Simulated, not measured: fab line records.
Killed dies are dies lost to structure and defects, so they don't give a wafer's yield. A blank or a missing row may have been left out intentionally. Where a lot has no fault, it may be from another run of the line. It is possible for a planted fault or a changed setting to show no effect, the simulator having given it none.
Shared-tool check :: flow berkeley cmos170 :: 45 wafers sampled across 15 lots

== THE REASON FOR OPENING IT ==
At UCB170_GATE_THK_MEAS_05 the reading GATE_POLY_THK is flagged on 3 of 15 lots. Fault-free wafers read 215.4 nm, with a standard deviation of 2.
Rule: a lot is flagged when every wafer of it that has a number lies more than 4 standard deviations from that mean, or none has a number. The other lots count as sound.

lot: L927
measured: day 6 00:35
on: film metro-02
GATE_POLY_THK (nm), wafer by wafer: 213.1 213.5 213.7
flag: 

lot: L928
measured: day 6 00:37
on: film metro-03
GATE_POLY_THK (nm), wafer by wafer: 215.6 215.9 214.5
flag: 

lot: L930
measured: day 6 13:07
on: film metro-02
GATE_POLY_THK (nm), wafer by wafer: 212.9 214.4 214.6
flag: 

lot: L936
measured: day 8 08:50
on: film metro-04
GATE_POLY_THK (nm), wafer by wafer: 107.4 111.0 110.8
flag: FLAGGED

lot: L938
measured: day 8 08:50
on: film metro-03
GATE_POLY_THK (nm), wafer by wafer: 105.3 104.9 105.2
flag: FLAGGED

lot: L937
measured: day 8 08:53
on: film metro-02
GATE_POLY_THK (nm), wafer by wafer: 109.3 107.6 108.4
flag: FLAGGED

lot: L939
measured: day 8 16:11
on: film metro-04
GATE_POLY_THK (nm), wafer by wafer: 216.1 215.1 214.3
flag: 

lot: L940
measured: day 8 16:11
on: film metro-02
GATE_POLY_THK (nm), wafer by wafer: 218.8 216.8 218.5
flag: 

lot: L941
measured: day 9 00:07
on: film metro-04
GATE_POLY_THK (nm), wafer by wafer: 215.1 216.0 214.1
flag: 

lot: L942
measured: day 9 00:07
on: film metro-03
GATE_POLY_THK (nm), wafer by wafer: 214.7 216.4 215.7
flag: 

lot: L943
measured: day 9 00:07
on: film metro-02
GATE_POLY_THK (nm), wafer by wafer: 217.4 217.3 218.1
flag: 

lot: L946
measured: day 10 09:06
on: film metro-02
GATE_POLY_THK (nm), wafer by wafer: 215.1 213.4 215.9
flag: 

lot: L947
measured: day 10 09:07
on: film metro-03
GATE_POLY_THK (nm), wafer by wafer: 215.9 217.9 217.5
flag: 

lot: L948
measured: day 10 13:59
on: film metro-04
GATE_POLY_THK (nm), wafer by wafer: 215.8 216.4 212.3
flag: 

lot: L949
measured: day 10 21:20
on: film metro-03
GATE_POLY_THK (nm), wafer by wafer: 213.6 215.2 215.4
flag: 
Average over the flagged lots: 107.8 nm; offset from the usual -107.6 nm, equal to -54 standard deviations.

== TOOL THAT RAN EACH LOT ==
The record holds 1 process step before the reading, out of a route of 331 steps. Every cell lists first the tool, next ch and the chambers used by the sampled wafers, and last the start.
lot: L927
flag: 
UCB170_GATE_CVD_04: lpcvd-01 ch 0, day 5 23:11

lot: L928
flag: 
UCB170_GATE_CVD_04: lpcvd-01 ch 0, day 5 23:11

lot: L930
flag: 
UCB170_GATE_CVD_04: lpcvd-01 ch 0, day 6 11:43

lot: L936
flag: FLAGGED
UCB170_GATE_CVD_04: lpcvd-01 ch 1, day 8 07:25

lot: L938
flag: FLAGGED
UCB170_GATE_CVD_04: lpcvd-01 ch 0, day 8 07:25

lot: L937
flag: FLAGGED
UCB170_GATE_CVD_04: lpcvd-01 ch 1, day 8 07:25

lot: L939
flag: 
UCB170_GATE_CVD_04: lpcvd-02 ch 0, day 8 14:47

lot: L940
flag: 
UCB170_GATE_CVD_04: lpcvd-02 ch 1, day 8 14:47

lot: L941
flag: 
UCB170_GATE_CVD_04: lpcvd-02 ch 1, day 8 22:43

lot: L942
flag: 
UCB170_GATE_CVD_04: lpcvd-02 ch 0, day 8 22:43

lot: L943
flag: 
UCB170_GATE_CVD_04: lpcvd-02 ch 1, day 8 22:43

lot: L946
flag: 
UCB170_GATE_CVD_04: lpcvd-02 ch 0, day 10 07:42

lot: L947
flag: 
UCB170_GATE_CVD_04: lpcvd-02 ch 1, day 10 07:42

lot: L948
flag: 
UCB170_GATE_CVD_04: lpcvd-02 ch 1, day 10 12:35

lot: L949
flag: 
UCB170_GATE_CVD_04: lpcvd-02 ch 0, day 10 19:56
What is done by these steps:
- UCB170_GATE_CVD_04: deposits poly-Si from SiH4, time 1440 s, target thk 214 nm.
- UCB170_GATE_THK_MEAS_05

== FLAGGED OVER TOTAL, TOOL BY TOOL (the gauges that took the reading come last) ==
step: UCB170_GATE_CVD_04
tool: lpcvd-01
lots run: 6
flagged: 3
share of the flagged lots: all
sound lots run after its first flagged lot: 0

step: UCB170_GATE_CVD_04
tool: lpcvd-02
lots run: 9
flagged: 0
share of the flagged lots: none
sound lots run after its first flagged lot: -

step: UCB170_GATE_THK_MEAS_05
tool: film metro-02
lots run: 6
flagged: 1
share of the flagged lots: some
sound lots run after its first flagged lot: 3 (L940,L943,L946)

step: UCB170_GATE_THK_MEAS_05
tool: film metro-03
lots run: 5
flagged: 1
share of the flagged lots: some
sound lots run after its first flagged lot: 3 (L942,L947,L949)

step: UCB170_GATE_THK_MEAS_05
tool: film metro-04
lots run: 4
flagged: 1
share of the flagged lots: some
sound lots run after its first flagged lot: 3 (L939,L941,L948)

== THE TABLE: WHAT IT ALLOWS ==
All flagged lots share 1 row of the table, namely lpcvd-01 at UCB170_GATE_CVD_04.
- lpcvd-01 at UCB170_GATE_CVD_04 ran 6 lots, 3 of them flagged. Last sound lot L930 at day 6 11:43, first flagged lot L936 at day 8 07:25; a fault beginning in between fits. Its own readings (sih4 flow sccm) fall more than 4 standard deviations out on all wafers of the flagged lots.
One tool is left: lpcvd-01 at UCB170_GATE_CVD_04.

== WHAT THE SIMULATOR HAD PUT IN ==
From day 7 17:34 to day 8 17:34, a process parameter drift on lpcvd-01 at UCB170_GATE_CVD_04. Setting sih4 flow sccm, moved by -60, from 120. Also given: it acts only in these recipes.
Struck lots among those shown: L936, L938, L937. The rule above found the same.
